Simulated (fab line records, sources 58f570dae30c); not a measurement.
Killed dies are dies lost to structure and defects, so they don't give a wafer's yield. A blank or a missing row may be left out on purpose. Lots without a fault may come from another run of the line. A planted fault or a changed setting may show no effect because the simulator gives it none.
fab line records | flow berkeley_cmos170
record lots=6 wafers=18 last_day=12
route steps=331 shown NSD@193 BACKSIDE@199 SDANNEAL@204 PSD@206 PLDD@208 NLDD@209
lots that met no fault: from a run of the same line without faults
start_h: hours from the record's first day to the start of the lot's first wafer shown | wait_h: hours since the lot's step before | " the same as in the row above | L1.1+2: a row that stands for several wafers | - no value, or no start given | * or withheld: withheld | < > ~ a bound
route shown NAME@n: a module of which the file shows steps, and the number in the route of the first | usual: mean/standard deviation of fault-free wafers | same: alike in all rows | chamber/n: place in a boat | sites: the reading at each site | _std_site: their standard deviation | _edge_site: outer sites' mean less inner sites' | radius_mm: how far each site lies from the wafer's centre | mask NAME#n: copy n | behind: the tool/chamber that last shaped the wafer | hold: why the lot was held/for how many hours/how that ended | device: the transistor (n, p or np) that didn't switch | end of line: the same wafers' tests at the end of the route | a step without rows: its recipe alone | killed: dies lost to structure and defects at the first sort, not the wafer's yield | map: a wafer's dies, x killed, . not, _ none there
set.NAME: the setting as run; set.NAME@STEP: as run at that earlier step | model.NAME: the simulator's own value behind a step, which no gauge read
lots at some steps of the route; a table a step, a row a wafer
services: from which hour (start_h, from the record's first day; less than 0 if before it) a tool's chamber was out of use, for how many hours, and why
## steps
# step UCB170_NSD_CD_MEAS_06
# recipe target_cd_nm=1200
# usual cd_nm=1200.1/1.6
# columns lot.wafer tool chamber start_h wait_h cd_nm
L997.1 cd_sem-02 - 149.71 - 1199.4
L997.3 " - " " 1200.4
L997.4 " - " " 1199.4
L998.1 cd_sem-01 - 164.01 - 1200.8
L998.3 " - " " 1201.3
L998.6 " - " " 1201.5
L103.1 cd_sem-02 - 176.32 - 1199.5
L103.2 " - " " 1199.3
L103.6 " - " " 1200.3
L102.1 cd_sem-02 - 176.85 - 1202.6
L102.4 " - " " 1201.8
L102.5 " - " " 1201.7
L116.3 cd_sem-01 - 239.98 - 1200.7
L116.4 " - " " 1201.2
L116.6 " - " " 1200.2
L119.2 cd_sem-01 - 254.13 - 1198.8
L119.5 " - " " 1198.6
L119.6 " - " " 1198.1
# step UCB170_NSD_OVL_MEAS_07
# usual NSD_OVL=-3/5.7
# columns lot.wafer tool chamber start_h wait_h NSD_OVL[nm]
L997.1 overlay-01 - 149.85 0.1 -6
L997.3 " - " " -4
L997.4 " - " " -6
L998.1 overlay-01 - 164.13 0.1 -5
L998.3 " - " " -6
L998.6 " - " " -5
L103.1 overlay-02 - 176.44 0.1 1
L103.2 " - " " 1
L103.6 " - " " -2
L102.1 overlay-01 - 176.97 0.1 2
L102.4 " - " " 1
L102.5 " - " " 3
L116.3 overlay-01 - 240.07 0.1 -1
L116.4 " - " " -1
L116.6 " - " " -3
L119.2 overlay-01 - 254.24 0.1 1
L119.5 " - " " 2
L119.6 " - " " 1
# step UCB170_NSD_IMPLANT_08
# recipe species=P dose_cm2=3e+15 energy_kev=40 tilt_deg=7
# step UCB170_NSD_STRIP_09
# recipe chemistry=O2 power_w=400 pressure_mtorr=3500 platen_temp_c=withheld o2_flow_sccm=400 overash_fraction=0.5
# usual drypump_motor_current_A=5.52/0.23 oes_product_au=0.534/0.0046 strip_time_to_endpoint_s=35.80/0.064
# columns lot.wafer tool chamber start_h wait_h drypump_motor_current_A oes_product_au rf_hours_counter_h strip_time_to_endpoint_s
L997.1 plasma_asher-03 1 150.03 0.1 5.54 0.531 45 35.77
L997.3 " 0 " " 5.74 0.531 - 35.83
L997.4 " 1 " " 5.53 0.529 - 35.85
L998.1 plasma_asher-03 1 164.32 0.1 5.56 0.535 47 35.82
L998.3 " 0 " " 5.72 0.539 - 35.76
L998.6 " 1 " " 5.56 0.532 - 35.84
L103.1 plasma_asher-02 0 176.63 0.1 5.50 0.537 38 35.87
L103.2 " 1 " " 5.41 0.542 38 35.90
L103.6 " 1 " " 5.43 0.524 - 35.89
L102.1 plasma_asher-02 0 177.15 0.1 5.52 0.533 38 35.82
L102.4 " 1 " " 5.40 0.542 - 35.88
L102.5 " 0 " " 5.51 0.530 - 35.85
L116.3 plasma_asher-02 1 240.27 0.1 5.38 0.537 - 35.80
L116.4 " 0 " " 5.52 0.534 - 35.89
L116.6 " 0 " " 5.52 0.531 - 35.83
L119.2 plasma_asher-02 0 254.43 0.1 5.48 0.536 47 35.81
L119.5 " 0 " " 5.49 0.543 - 35.87
L119.6 " 1 " " 5.37 0.534 - 35.88
# step UCB170_NSD_TW_MEAS_10
# usual NSD_TW=4194/60
# columns lot.wafer tool chamber start_h wait_h NSD_TW
L997.1 film_metro-03 - 150.13 0.1 4201
L997.3 " - " " 4204
L997.4 " - " " 4199
L998.1 film_metro-01 - 164.42 0.1 4133
L998.3 " - " " 4143
L998.6 " - " " 4160
L103.1 film_metro-01 - 176.73 0.1 4128
L103.2 " - " " 4145
L103.6 " - " " 4154
L102.1 film_metro-01 - 177.25 0.1 4154
L102.4 " - " " 4184
L102.5 " - " " 4160
L116.3 film_metro-03 - 240.36 0.1 4211
L116.4 " - " " 4240
L116.6 " - " " 4218
L119.2 film_metro-04 - 254.54 0.1 4245
L119.5 " - " " 4280
L119.6 " - " " 4287
# step UCB170_NSD_CLEAN_11
# recipe chemistry=SPM temp_c=120 time_s=600
# step UCB170_BACKSIDE_HMDS_00
# recipe prime_time_s=60 prime_temp_c=100
# step UCB170_BACKSIDE_COAT_01
# recipe resist=KrF spin_rpm=1500 resist_thk_nm=900
# step UCB170_BACKSIDE_SOFTBAKE_02
# recipe resist=KrF temp_c=130 time_s=60
# step UCB170_BACKSIDE_STRIP_03
# recipe chemistry=O2 power_w=407.6 pressure_mtorr=3500 platen_temp_c=withheld o2_flow_sccm=400 overash_fraction=0.5
# usual drypump_motor_current_A=5.4/0.31 oes_product_au=0.742/0.0038 strip_time_to_endpoint_s=21.66/0.055
# columns lot.wafer tool chamber start_h wait_h drypump_motor_current_A oes_product_au rf_hours_counter_h strip_time_to_endpoint_s
L997.1 plasma_asher-04 0 150.82 0.1 5.3 0.747 46 21.55
L997.3 " 1 " " 5.0 0.735 - 21.61
L997.4 " 0 " " 5.3 0.740 - 21.61
L998.1 plasma_asher-03 0 165.42 0.1 5.7 0.743 47 21.67
L998.3 " 0 " " 5.7 0.740 - 21.71
L998.6 " 1 " " 5.6 0.739 - 21.67
L103.1 plasma_asher-01 0 177.75 0.1 5.9 0.743 6 21.71
L103.2 " 1 " " 5.2 0.739 6 21.67
L103.6 " 0 " " 5.9 0.744 - 21.65
L102.1 plasma_asher-01 1 178.38 0.1 5.2 0.743 7 21.66
L102.4 " 0 " " 5.9 0.744 - 21.68
L102.5 " 1 " " 5.2 0.736 - 21.62
L116.3 plasma_asher-04 1 241.82 0.1 5.0 0.743 - 21.71
L116.4 " 0 " " 5.3 0.736 - 21.66
L116.6 " 0 " " 5.3 0.741 - 21.65
L119.2 plasma_asher-04 1 255.51 0.1 5.0 0.741 61 21.71
L119.5 " 1 " " 5.0 0.744 - 21.70
L119.6 " 0 " " 5.3 0.735 - 21.68
# step UCB170_BACKSIDE_CLEAN_04
# recipe chemistry=SPM temp_c=120 time_s=600
# step UCB170_SDANNEAL_RTA_00
# recipe temp_c=900 time_s=10 ambient=N2
# usual lamp_power_pct=25.7/0.5 wafer_temp_C_max=902.5/0.64
# columns lot.wafer tool chamber start_h wait_h lamp_power_pct wafer_temp_C_max
L997.1 rtp_anneal-01 0 151.16 0.0 25.3 902.7
L997.3 " 0 " " 25.3 902.2
L997.4 " 0 " " 25.3 902.4
L998.1 rtp_anneal-02 0 165.69 0.0 26.4 902.1
L998.3 " 0 " " 26.3 904.5
L998.6 " 0 " " 26.4 903.2
L103.1 rtp_anneal-01 0 178.20 0.0 25.4 902.3
L103.2 " 0 " " 25.3 902.0
L103.6 " 0 " " 25.4 902.9
L102.1 rtp_anneal-01 0 178.85 0.0 25.3 901.7
L102.4 " 0 " " 25.3 902.1
L102.5 " 0 " " 25.3 901.8
L116.3 rtp_anneal-02 0 242.12 0.0 26.4 902.6
L116.4 " 0 " " 26.4 903.5
L116.6 " 0 " " 26.4 903.3
L119.2 rtp_anneal-01 0 255.80 0.0 25.4 902.6
L119.5 " 0 " " 25.3 902.1
L119.6 " 0 " " 25.4 902.6
# step UCB170_SDANNEAL_RTA_01
# recipe temp_c=1050 time_s=5 ambient=N2
# usual lamp_power_pct=39.7/0.77 wafer_temp_C_max=1052.9/0.71
# columns lot.wafer tool chamber start_h wait_h lamp_power_pct wafer_temp_C_max
L997.1 rtp_anneal-01 0 151.23 0.1 39.1 1051.9
L997.3 " 0 " " 39.1 1053.3
L997.4 " 0 " " 39.1 1052.8
L998.1 rtp_anneal-02 0 165.76 0.1 40.6 1053.7
L998.3 " 0 " " 40.7 1054.2
L998.6 " 0 " " 40.7 1052.4
L103.1 rtp_anneal-01 0 178.26 0.1 41.7 1076.6
L103.2 " 0 " " 41.7 1076.9
L103.6 " 0 " " 41.6 1076.6
L102.1 rtp_anneal-01 0 178.91 0.1 41.7 1077.9
L102.4 " 0 " " 41.7 1077.8
L102.5 " 0 " " 41.7 1077.4
L116.3 rtp_anneal-02 0 242.19 0.1 40.7 1055.1
L116.4 " 0 " " 40.7 1053.7
L116.6 " 0 " " 40.7 1055.0
L119.2 rtp_anneal-01 0 255.86 0.1 39.1 1053.2
L119.5 " 0 " " 39.1 1052.1
L119.6 " 0 " " 39.1 1052.5
# step UCB170_SDANNEAL_RS_MEAS_02
# recipe thk_meas_gauge=four-point-probe
# usual PSD_RS=75.7/0.3
# columns lot.wafer tool chamber start_h wait_h PSD_RS[ohm/sq]
L997.1 film_metro-01 - 151.29 0.0 75.9
L997.3 " - " " 76.1
L997.4 " - " " 75.5
L998.1 film_metro-03 - 165.82 0.0 76.1
L998.3 " - " " 75.8
L998.6 " - " " 75.6
L103.1 film_metro-01 - 178.32 0.0 65.3
L103.2 " - " " 65.3
L103.6 " - " " 65.2
L102.1 film_metro-01 - 178.97 0.0 66.3
L102.4 " - " " 66.2
L102.5 " - " " 66.0
L116.3 film_metro-04 - 242.26 0.1 75.7
L116.4 " - " " 76.0
L116.6 " - " " 76.0
L119.2 film_metro-03 - 255.93 0.1 75.4
L119.5 " - " " 75.7
L119.6 " - " " 75.6
# step UCB170_SDANNEAL_RS_MEAS_03
# recipe thk_meas_gauge=four-point-probe
# usual NSD_RS=37.32/0.082
# columns lot.wafer tool chamber start_h wait_h NSD_RS[ohm/sq]
L997.1 film_metro-01 - 151.41 0.1 37.39
L997.3 " - " " 37.37
L997.4 " - " " 37.36
L998.1 film_metro-03 - 165.94 0.1 37.18
L998.3 " - " " 37.29
L998.6 " - " " 37.23
L103.1 film_metro-01 - 178.44 0.1 35.54
L103.2 " - " " 35.60
L103.6 " - " " 35.61
L102.1 film_metro-01 - 179.09 0.1 35.85
L102.4 " - " " 35.69
L102.5 " - " " 35.62
L116.3 film_metro-04 - 242.38 0.1 37.48
L116.4 " - " " 37.40
L116.6 " - " " 37.33
L119.2 film_metro-03 - 256.05 0.1 37.38
L119.5 " - " " 37.30
L119.6 " - " " 37.29
# step UCB170_SDANNEAL_RS_MEAS_04
# recipe thk_meas_gauge=four-point-probe
# usual PLDD_RS=1033.4/2.4
# columns lot.wafer tool chamber start_h wait_h PLDD_RS[ohm/sq]
L997.1 film_metro-01 - 151.53 0.1 1033.5
L997.3 " - " " 1033.2
L997.4 " - " " 1032.6
L998.1 film_metro-03 - 166.06 0.1 1027.8
L998.3 " - " " 1033.4
L998.6 " - " " 1029.5
L103.1 film_metro-01 - 178.56 0.1 1012.1
L103.2 " - " " 1014.6
L103.6 " - " " 1015.8
L102.1 film_metro-01 - 179.21 0.1 1012.9
L102.4 " - " " 1012.5
L102.5 " - " " 1012.6
L116.3 film_metro-04 - 242.50 0.1 1035.4
L116.4 " - " " 1038.6
L116.6 " - " " 1034.1
L119.2 film_metro-03 - 256.17 0.1 1034.0
L119.5 " - " " 1034.7
L119.6 " - " " 1035.2
# step UCB170_SDANNEAL_RS_MEAS_05
# recipe thk_meas_gauge=four-point-probe
# usual NLDD_RS=617.1/1.2
# columns lot.wafer tool chamber start_h wait_h NLDD_RS[ohm/sq]
L997.1 film_metro-01 - 151.65 0.1 615.6
L997.3 " - " " 615.9
L997.4 " - " " 619.2
L998.1 film_metro-03 - 166.18 0.1 616.4
L998.3 " - " " 618.7
L998.6 " - " " 618.3
L103.1 film_metro-01 - 178.68 0.1 614.5
L103.2 " - " " 613.7
L103.6 " - " " 614.4
L102.1 film_metro-01 - 179.33 0.1 613.8
L102.4 " - " " 616.0
L102.5 " - " " 616.2
L116.3 film_metro-04 - 242.62 0.1 616.2
L116.4 " - " " 617.6
L116.6 " - " " 617.0
L119.2 film_metro-03 - 256.29 0.1 616.7
L119.5 " - " " 616.4
L119.6 " - " " 617.4
## services
# columns tool chamber start_h hours kind
plasma_asher-01 - 139.20 2.4 repair
plasma_asher-02 - 166.49 4.4 repair
plasma_asher-03 - 171.33 14.6 pm
plasma_asher-02 - 241.06 1.0 repair
plasma_asher-01 - 251.91 3.9 repair
plasma_asher-03 - 252.04 6.8 repair
plasma_asher-02 - 255.36 2.5 repair
## key
first_sign step=UCB170_SDANNEAL_RTA_01 reading=wafer_temp_C_max direction=up sigmas=34 usual=* struck=*
effect step=UCB170_SDANNEAL_RTA_01 reading=lamp_power_pct direction=up sigmas=2.6 usual=39.7 struck=41.7
effect step=UCB170_SDANNEAL_RS_MEAS_02 reading=PSD_RS direction=down sigmas=33 usual=75.7 struck=65.7
effect step=UCB170_SDANNEAL_RS_MEAS_03 reading=NSD_RS direction=down sigmas=20 usual=37.32 struck=35.65
effect step=UCB170_SDANNEAL_RS_MEAS_04 reading=PLDD_RS direction=down sigmas=8.5 usual=1033.4 struck=1013.4
met_at UCB170_SDANNEAL_RTA_01
struck_wafers L102.1,L102.4,L102.5,L103.1,L103.2,L103.6
rows_end L102.1,L102.4,L102.5,L103.1,L103.2,L103.6
onset_between 151.23 178.26
fault kind=process_parameter_drift tool=rtp_anneal-01 chamber=- onset_h=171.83 steps=UCB170_SDANNEAL_RTA_01 channel=temp_c offset=* shape=step end_h=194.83 acts_in=* stated=*
# rows_end: these wafers met a further fault down the route, and their rows from its step on are left out
